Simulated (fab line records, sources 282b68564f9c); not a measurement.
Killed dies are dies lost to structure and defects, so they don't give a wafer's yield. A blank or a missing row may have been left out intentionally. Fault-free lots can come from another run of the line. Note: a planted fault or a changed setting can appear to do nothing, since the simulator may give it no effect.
fab line records :: flow rit-cmos
record
  lots=6
  wafers=18
  last-day=7
route steps=202 shown NSD@135 PSD@142
lots that met no fault: from a run of the same line without faults
start-h: hours from the record's opening day to when the first of the lot's shown wafers began :: wait-h: hours elapsed since this lot's preceding step :: " unchanged from the row above :: L1.1+2: a row that stands for several wafers :: - either no value or no given start :: * or withheld: withheld :: < > ~ a bound
route shown NAME@n: a module of which the file shows steps, and the number in the route of the first :: usual: mean/standard deviation taken from wafers without a fault :: same: alike in all rows :: chamber/n: place in a boat :: sites: the reading at each site :: _std_site: their standard deviation :: _edge_site: outer sites' mean less inner sites' :: radius-mm: for every site, how far away it sits from the centre of the wafer :: mask NAME#n: copy n :: behind: tool/chamber where the wafer was last shaped :: hold: reason for holding the lot/hours on hold/outcome of the hold :: device: which transistor (n, p or np) failed to switch :: end of line: tests run on the same wafers once the route is complete :: where a step has no rows: the recipe by itself :: killed: not the wafer's yield, but the dies lost to structure and defects at the first sort :: map: shows each die of a wafer: x if killed, . if not, _ if none is there
set.NAME: the setting the step ran with; set.NAME@STEP: the setting that earlier step ran with :: model.NAME: the simulator's own value behind a step, which no gauge read
lots seen at some steps along the route; tables by step, rows by wafer
services: the hour from which a tool's chamber was out of use, counted from the record's first day as start-h (under 0 if before that day), plus the number of hours and why
## steps
# step RIT_NSD_PEB_04
# recipe
  resist=NOVOLAK
  temp-c=withheld
  time-s=withheld
# step RIT_NSD_DEVELOP_05
# recipe
  resist=NOVOLAK
  develop-time-s=50
  dev-temp-c=23
# step RIT_NSD_OVL_MEAS_06
# usual
  NSD_OVL=0.1/1.3
lot.wafer: L610.2
tool: overlay-01
chamber: -
start-h: 61.79
wait-h: -
NSD_OVL[nm]: 1.5

lot.wafer: L610.4
tool: overlay-01
chamber: -
start-h: 61.79
wait-h: -
NSD_OVL[nm]: 2.2

lot.wafer: L610.6
tool: overlay-01
chamber: -
start-h: 61.79
wait-h: -
NSD_OVL[nm]: 2.1

lot.wafer: L616.1
tool: overlay-01
chamber: -
start-h: 93.30
wait-h: -
NSD_OVL[nm]: 1.8

lot.wafer: L616.2
tool: overlay-01
chamber: -
start-h: 93.30
wait-h: -
NSD_OVL[nm]: 0.5

lot.wafer: L616.3
tool: overlay-01
chamber: -
start-h: 93.30
wait-h: -
NSD_OVL[nm]: 2.1

lot.wafer: L622.2
tool: overlay-02
chamber: -
start-h: 122.05
wait-h: -
NSD_OVL[nm]: 1.0

lot.wafer: L622.4
tool: overlay-02
chamber: -
start-h: 122.05
wait-h: -
NSD_OVL[nm]: 1.6

lot.wafer: L622.5
tool: overlay-02
chamber: -
start-h: 122.05
wait-h: -
NSD_OVL[nm]: -0.5

lot.wafer: L623.1
tool: overlay-02
chamber: -
start-h: 127.82
wait-h: -
NSD_OVL[nm]: -2.5

lot.wafer: L623.4
tool: overlay-02
chamber: -
start-h: 127.82
wait-h: -
NSD_OVL[nm]: -1.3

lot.wafer: L623.6
tool: overlay-02
chamber: -
start-h: 127.82
wait-h: -
NSD_OVL[nm]: -1.9

lot.wafer: L624.1
tool: overlay-01
chamber: -
start-h: 132.80
wait-h: -
NSD_OVL[nm]: -0.9

lot.wafer: L624.2
tool: overlay-01
chamber: -
start-h: 132.80
wait-h: -
NSD_OVL[nm]: -1.0

lot.wafer: L624.3
tool: overlay-01
chamber: -
start-h: 132.80
wait-h: -
NSD_OVL[nm]: -0.1

lot.wafer: L630.1
tool: overlay-01
chamber: -
start-h: 161.52
wait-h: -
NSD_OVL[nm]: 0.7

lot.wafer: L630.3
tool: overlay-01
chamber: -
start-h: 161.52
wait-h: -
NSD_OVL[nm]: 2.1

lot.wafer: L630.6
tool: overlay-01
chamber: -
start-h: 161.52
wait-h: -
NSD_OVL[nm]: -0.6
# step RIT_NSD_HARDBAKE_07
# recipe
  resist=NOVOLAK
  temp-c=140
  time-s=60
# step RIT_NSD_IMPLANT_08
# recipe
  species=P
  energy-kev=25
  dose-cm2=1e+15
  tilt-deg=7
# step RIT_NSD_STRIP_09
# recipe
  chemistry=O2
  time-s=180
  resist=NOVOLAK
  platen-temp-c=withheld
  power-w=500
  pressure-mtorr=4000
  o2-flow-sccm=4000
# usual
  drypump-motor-current-A=5.3/0.34
lot.wafer: L610.2
tool: plasma-asher-03
chamber: 0
start-h: 62.12
wait-h: 0.1
drypump-motor-current-A: 5.5
rf-hours-counter-h: 42

lot.wafer: L610.4
tool: plasma-asher-03
chamber: 1
start-h: 62.12
wait-h: 0.1
drypump-motor-current-A: 6.0
rf-hours-counter-h: -

lot.wafer: L610.6
tool: plasma-asher-03
chamber: 0
start-h: 62.12
wait-h: 0.1
drypump-motor-current-A: 5.5
rf-hours-counter-h: -

lot.wafer: L616.1
tool: plasma-asher-04
chamber: 1
start-h: 93.64
wait-h: 0.1
drypump-motor-current-A: 5.0
rf-hours-counter-h: 45

lot.wafer: L616.2
tool: plasma-asher-04
chamber: 0
start-h: 93.64
wait-h: 0.1
drypump-motor-current-A: 5.4
rf-hours-counter-h: 45

lot.wafer: L616.3
tool: plasma-asher-04
chamber: 0
start-h: 93.64
wait-h: 0.1
drypump-motor-current-A: 5.4
rf-hours-counter-h: -

lot.wafer: L622.2
tool: plasma-asher-03
chamber: 0
start-h: 122.49
wait-h: 0.1
drypump-motor-current-A: 5.5
rf-hours-counter-h: 1

lot.wafer: L622.4
tool: plasma-asher-03
chamber: 0
start-h: 122.49
wait-h: 0.1
drypump-motor-current-A: 5.5
rf-hours-counter-h: -

lot.wafer: L622.5
tool: plasma-asher-03
chamber: 0
start-h: 122.49
wait-h: 0.1
drypump-motor-current-A: 5.5
rf-hours-counter-h: -

lot.wafer: L623.1
tool: plasma-asher-04
chamber: 0
start-h: 128.16
wait-h: 0.1
drypump-motor-current-A: 5.4
rf-hours-counter-h: 49

lot.wafer: L623.4
tool: plasma-asher-04
chamber: 0
start-h: 128.16
wait-h: 0.1
drypump-motor-current-A: 5.4
rf-hours-counter-h: -

lot.wafer: L623.6
tool: plasma-asher-04
chamber: 0
start-h: 128.16
wait-h: 0.1
drypump-motor-current-A: 5.4
rf-hours-counter-h: -

lot.wafer: L624.1
tool: plasma-asher-04
chamber: 1
start-h: 133.14
wait-h: 0.1
drypump-motor-current-A: 5.0
rf-hours-counter-h: 49

lot.wafer: L624.2
tool: plasma-asher-04
chamber: 0
start-h: 133.14
wait-h: 0.1
drypump-motor-current-A: 5.4
rf-hours-counter-h: 49

lot.wafer: L624.3
tool: plasma-asher-04
chamber: 1
start-h: 133.14
wait-h: 0.1
drypump-motor-current-A: 5.1
rf-hours-counter-h: -

lot.wafer: L630.1
tool: plasma-asher-03
chamber: 1
start-h: 161.86
wait-h: 0.1
drypump-motor-current-A: 6.0
rf-hours-counter-h: 5

lot.wafer: L630.3
tool: plasma-asher-03
chamber: 1
start-h: 161.86
wait-h: 0.1
drypump-motor-current-A: 6.0
rf-hours-counter-h: -

lot.wafer: L630.6
tool: plasma-asher-03
chamber: 1
start-h: 161.86
wait-h: 0.1
drypump-motor-current-A: 6.0
rf-hours-counter-h: -
# step RIT_NSD_TW_MEAS_10
# usual
  NSD_TW=3135/17
lot.wafer: L610.2
tool: film-metro-01
chamber: -
start-h: 62.31
wait-h: 0.1
NSD_TW: 3134

lot.wafer: L610.4
tool: film-metro-01
chamber: -
start-h: 62.31
wait-h: 0.1
NSD_TW: 3145

lot.wafer: L610.6
tool: film-metro-01
chamber: -
start-h: 62.31
wait-h: 0.1
NSD_TW: 3139

lot.wafer: L616.1
tool: film-metro-02
chamber: -
start-h: 93.82
wait-h: 0.1
NSD_TW: 3132

lot.wafer: L616.2
tool: film-metro-02
chamber: -
start-h: 93.82
wait-h: 0.1
NSD_TW: 3144

lot.wafer: L616.3
tool: film-metro-02
chamber: -
start-h: 93.82
wait-h: 0.1
NSD_TW: 3137

lot.wafer: L622.2
tool: film-metro-02
chamber: -
start-h: 122.68
wait-h: 0.1
NSD_TW: 3131

lot.wafer: L622.4
tool: film-metro-02
chamber: -
start-h: 122.68
wait-h: 0.1
NSD_TW: 3112

lot.wafer: L622.5
tool: film-metro-02
chamber: -
start-h: 122.68
wait-h: 0.1
NSD_TW: 3129

lot.wafer: L623.1
tool: film-metro-02
chamber: -
start-h: 128.33
wait-h: 0.1
NSD_TW: 3140

lot.wafer: L623.4
tool: film-metro-02
chamber: -
start-h: 128.33
wait-h: 0.1
NSD_TW: 3133

lot.wafer: L623.6
tool: film-metro-02
chamber: -
start-h: 128.33
wait-h: 0.1
NSD_TW: 3133

lot.wafer: L624.1
tool: film-metro-04
chamber: -
start-h: 133.32
wait-h: 0.1
NSD_TW: 3126

lot.wafer: L624.2
tool: film-metro-04
chamber: -
start-h: 133.32
wait-h: 0.1
NSD_TW: 3134

lot.wafer: L624.3
tool: film-metro-04
chamber: -
start-h: 133.32
wait-h: 0.1
NSD_TW: 3120

lot.wafer: L630.1
tool: film-metro-02
chamber: -
start-h: 162.04
wait-h: 0.1
NSD_TW: 3131

lot.wafer: L630.3
tool: film-metro-02
chamber: -
start-h: 162.04
wait-h: 0.1
NSD_TW: 3112

lot.wafer: L630.6
tool: film-metro-02
chamber: -
start-h: 162.04
wait-h: 0.1
NSD_TW: 3126
# step RIT_PSD_HMDS_00
# recipe
  prime-time-s=60
  prime-temp-c=140
# step RIT_PSD_COAT_01
# recipe
  resist=NOVOLAK
  spin-rpm=3250
  resist-thk-nm=1000
# step RIT_PSD_SOFTBAKE_02
# recipe
  resist=NOVOLAK
  temp-c=90
  time-s=60
# step RIT_PSD_EXPOSE_03
# recipe
  mask-id=M10
  na=0.57
  target-cd-nm=40900
  dose-mj=250
# step RIT_PSD_PEB_04
# recipe
  resist=NOVOLAK
  temp-c=withheld
  time-s=withheld
# step RIT_PSD_DEVELOP_05
# recipe
  resist=NOVOLAK
  develop-time-s=50
  dev-temp-c=23
# usual
  chill-plate-temp-C=23.00/0.12
  develop-time-s=50/0
lot.wafer: L610.2
tool: litho-track-03
chamber: 0
start-h: 63
wait-h: -
chill-plate-temp-C: 22.89
develop-time-s: 50

lot.wafer: L610.4
tool: litho-track-03
chamber: 0
start-h: 63
wait-h: -
chill-plate-temp-C: 23.09
develop-time-s: 50

lot.wafer: L610.6
tool: litho-track-03
chamber: 0
start-h: 63
wait-h: -
chill-plate-temp-C: 22.92
develop-time-s: 50

lot.wafer: L616.1
tool: litho-track-02
chamber: 0
start-h: 94
wait-h: -
chill-plate-temp-C: 23.05
develop-time-s: 50

lot.wafer: L616.2
tool: litho-track-02
chamber: 0
start-h: 94
wait-h: -
chill-plate-temp-C: 22.94
develop-time-s: 50

lot.wafer: L616.3
tool: litho-track-02
chamber: 0
start-h: 94
wait-h: -
chill-plate-temp-C: 23.13
develop-time-s: 50

lot.wafer: L622.2
tool: litho-track-03
chamber: -
start-h: 123
wait-h: -
chill-plate-temp-C: -
develop-time-s: -

lot.wafer: L622.4
tool: litho-track-03
chamber: -
start-h: 123
wait-h: -
chill-plate-temp-C: -
develop-time-s: -

lot.wafer: L622.5
tool: litho-track-03
chamber: -
start-h: 123
wait-h: -
chill-plate-temp-C: -
develop-time-s: -

lot.wafer: L623.1
tool: litho-track-03
chamber: -
start-h: 129
wait-h: -
chill-plate-temp-C: -
develop-time-s: -

lot.wafer: L623.4
tool: litho-track-03
chamber: -
start-h: 129
wait-h: -
chill-plate-temp-C: -
develop-time-s: -

lot.wafer: L623.6
tool: litho-track-03
chamber: -
start-h: 129
wait-h: -
chill-plate-temp-C: -
develop-time-s: -

lot.wafer: L624.1
tool: litho-track-02
chamber: 0
start-h: 134
wait-h: -
chill-plate-temp-C: 22.81
develop-time-s: 50

lot.wafer: L624.2
tool: litho-track-02
chamber: 0
start-h: 134
wait-h: -
chill-plate-temp-C: 22.91
develop-time-s: 50

lot.wafer: L624.3
tool: litho-track-02
chamber: 0
start-h: 134
wait-h: -
chill-plate-temp-C: 22.85
develop-time-s: 50

lot.wafer: L630.1
tool: litho-track-02
chamber: 0
start-h: 162
wait-h: -
chill-plate-temp-C: 22.91
develop-time-s: 50

lot.wafer: L630.3
tool: litho-track-02
chamber: 0
start-h: 162
wait-h: -
chill-plate-temp-C: 23.00
develop-time-s: 50

lot.wafer: L630.6
tool: litho-track-02
chamber: 0
start-h: 162
wait-h: -
chill-plate-temp-C: 22.94
develop-time-s: 50
# step RIT_PSD_OVL_MEAS_06
# usual
  PSD_OVL=0.8/1.4
lot.wafer: L610.2
tool: overlay-02
chamber: -
start-h: 63.34
wait-h: -
PSD_OVL[nm]: 2.5

lot.wafer: L610.4
tool: overlay-02
chamber: -
start-h: 63.34
wait-h: -
PSD_OVL[nm]: -0.1

lot.wafer: L610.6
tool: overlay-02
chamber: -
start-h: 63.34
wait-h: -
PSD_OVL[nm]: -1.4

lot.wafer: L616.1
tool: overlay-02
chamber: -
start-h: 94.85
wait-h: -
PSD_OVL[nm]: -0.2

lot.wafer: L616.2
tool: overlay-02
chamber: -
start-h: 94.85
wait-h: -
PSD_OVL[nm]: 2.5

lot.wafer: L616.3
tool: overlay-02
chamber: -
start-h: 94.85
wait-h: -
PSD_OVL[nm]: 1.5

lot.wafer: L622.2
tool: overlay-02
chamber: -
start-h: 123.71
wait-h: -
PSD_OVL[nm]: -

lot.wafer: L622.4
tool: overlay-02
chamber: -
start-h: 123.71
wait-h: -
PSD_OVL[nm]: -

lot.wafer: L622.5
tool: overlay-02
chamber: -
start-h: 123.71
wait-h: -
PSD_OVL[nm]: -

lot.wafer: L623.1
tool: overlay-01
chamber: -
start-h: 129.24
wait-h: -
PSD_OVL[nm]: -

lot.wafer: L623.4
tool: overlay-01
chamber: -
start-h: 129.24
wait-h: -
PSD_OVL[nm]: -

lot.wafer: L623.6
tool: overlay-01
chamber: -
start-h: 129.24
wait-h: -
PSD_OVL[nm]: -

lot.wafer: L624.1
tool: overlay-01
chamber: -
start-h: 134.35
wait-h: -
PSD_OVL[nm]: -2.3

lot.wafer: L624.2
tool: overlay-01
chamber: -
start-h: 134.35
wait-h: -
PSD_OVL[nm]: -1.6

lot.wafer: L624.3
tool: overlay-01
chamber: -
start-h: 134.35
wait-h: -
PSD_OVL[nm]: -2.0

lot.wafer: L630.1
tool: overlay-02
chamber: -
start-h: 162.95
wait-h: -
PSD_OVL[nm]: 0.1

lot.wafer: L630.3
tool: overlay-02
chamber: -
start-h: 162.95
wait-h: -
PSD_OVL[nm]: 0.2

lot.wafer: L630.6
tool: overlay-02
chamber: -
start-h: 162.95
wait-h: -
PSD_OVL[nm]: 1.0
## services
tool: plasma-asher-03
chamber: -
start-h: 108.75
hours: 9.0
kind: pm

tool: plasma-asher-03
chamber: 0
start-h: 108.75
hours: 9.0
kind: vent-cycle

tool: plasma-asher-03
chamber: 1
start-h: 108.75
hours: 9.0
kind: vent-cycle

tool: plasma-asher-03
chamber: 0
start-h: 117.75
hours: -
kind: clean

tool: plasma-asher-03
chamber: 1
start-h: 117.75
hours: -
kind: clean

tool: plasma-asher-03
chamber: -
start-h: 150.44
hours: 2.8
kind: pm
## key
first-sign
  step=RIT_PSD_DEVELOP_05
  reading=tool-record
  direction=missing
effect none on later readings
met-at RIT_PSD_DEVELOP_05
struck-wafers L622.2,L622.4,L622.5,L623.1,L623.4,L623.6
sort-left-out L622.2,L622.4,L622.5,L623.1,L623.4,L623.6
tester-left-out L622,L623
onset-between 63 123
fault
  kind=skipped-step-whole
  tool=litho-track-03
  chamber=-
  onset-h=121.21
  steps=RIT_PSD_DEVELOP_05
  scope=struck-lots-only
# tester-left-out: of these lots the tester's yield and bins aren't shown, on N5 and GAA mostly nor the transistor test; their killed dies are dies lost to structure and defects alone, not to doping, threshold or leakage, so they don't give the yield
# sort-left-out: the simulated sort isn't trusted on such a fault, so these wafers' sort isn't shown, and their yield isn't known
